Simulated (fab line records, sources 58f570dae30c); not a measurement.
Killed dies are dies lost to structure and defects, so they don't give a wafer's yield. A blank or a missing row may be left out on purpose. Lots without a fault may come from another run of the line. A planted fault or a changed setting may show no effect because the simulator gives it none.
One fault seen from 2 desks | flow berkeley_cmos170 | each desk has only its own numbers; what lay behind them comes last

THE METROLOGY DESK
What the gauges read, lot by lot, whatever tool the lot ran on: means of the sampled wafers that have a number. A lot is out of limits, marked OUT, if its mean lies more than 4 standard deviations from the usual mean; the brackets give that distance.
Columns: A = cd_nm at UCB170_NLDD_CD_MEAS_06, usual 1199.9 nm; B = NLDD_OVL at UCB170_NLDD_OVL_MEAS_07, usual -2 nm; C = NLDD_TW at UCB170_NLDD_TW_MEAS_11, usual 2229; D = SPACER_TEOS_THK at UCB170_SPACER_THK_MEAS_01, usual 376 nm
lot  | first seen here | A      | B   | C    | D
L131 | day 6 06:30     | 1199.0 | -2  | 2226 | 375
L136 | day 7 17:10     | 1199.5 | -5  | 2222 | 377
L138 | day 8 00:00     | 1200.2 | -11 | 2234 | 375
L137 | day 8 00:42     | 1198.8 | 5   | 2240 | 377
L141 | day 9 04:56     | 1199.7 | -4  | 2247 | 379
L148 | day 9 21:50     | 1198.6 | -5  | 2207 | 376
This desk's finding: nothing out of limits on any of the 6 lots.

THE TOOL OWNER'S DESK: rie_diel-04
The tool's own readings at UCB170_SPACER_ETCHBACK_03 (etches SiO2 in CHF3/CF4/Ar, stops on Si, target depth 376 nm, time 100 s): means of the sampled wafers that have a number, for each lot that ran on this tool. A lot is out of limits, marked OUT, if its mean lies more than 4 standard deviations from the usual mean; the brackets give that distance.
Columns: A = CHF3_flow_sccm at UCB170_SPACER_ETCHBACK_03, usual 50.01 sccm; B = drypump_motor_current_A at UCB170_SPACER_ETCHBACK_03, usual 5.56 A; C = oes_product_au at UCB170_SPACER_ETCHBACK_03, usual 0.900 a.u.; D = throttle_valve_pct at UCB170_SPACER_ETCHBACK_03, usual 6.50 %
lot  | first seen here | A     | B    | C                | D
L136 | day 7 23:32     | 49.86 | 5.69 | 0.887            | 6.57
L137 | day 8 09:02     | 49.97 | 5.74 | 0.845            | 6.52
L141 | day 9 10:28     | 50.05 | 5.55 | 0.767 (-8.3) OUT | 6.47
This desk's finding: out of limits on L141; first on L141, day 9 10:28 (oes_product_au at UCB170_SPACER_ETCHBACK_03). In limits: L136, L137.

PUT TOGETHER
The tool owner's desk could have raised an alarm at day 9 10:28, on L141.
The metrology desk saw nothing out of limits.
The metrology desk has L141 on record, within its limits.
Of the lots named, all ran UCB170_SPACER_ETCHBACK_03 on rie_diel-04.

WHAT THE SIMULATOR HAD PUT IN
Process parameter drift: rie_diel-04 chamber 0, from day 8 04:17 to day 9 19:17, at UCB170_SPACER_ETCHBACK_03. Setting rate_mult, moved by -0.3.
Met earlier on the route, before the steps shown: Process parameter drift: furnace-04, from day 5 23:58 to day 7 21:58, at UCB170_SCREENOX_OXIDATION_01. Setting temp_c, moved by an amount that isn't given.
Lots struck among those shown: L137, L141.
Hours from the fault's start to each desk's first reading out of limits: the tool owner's desk, 30.
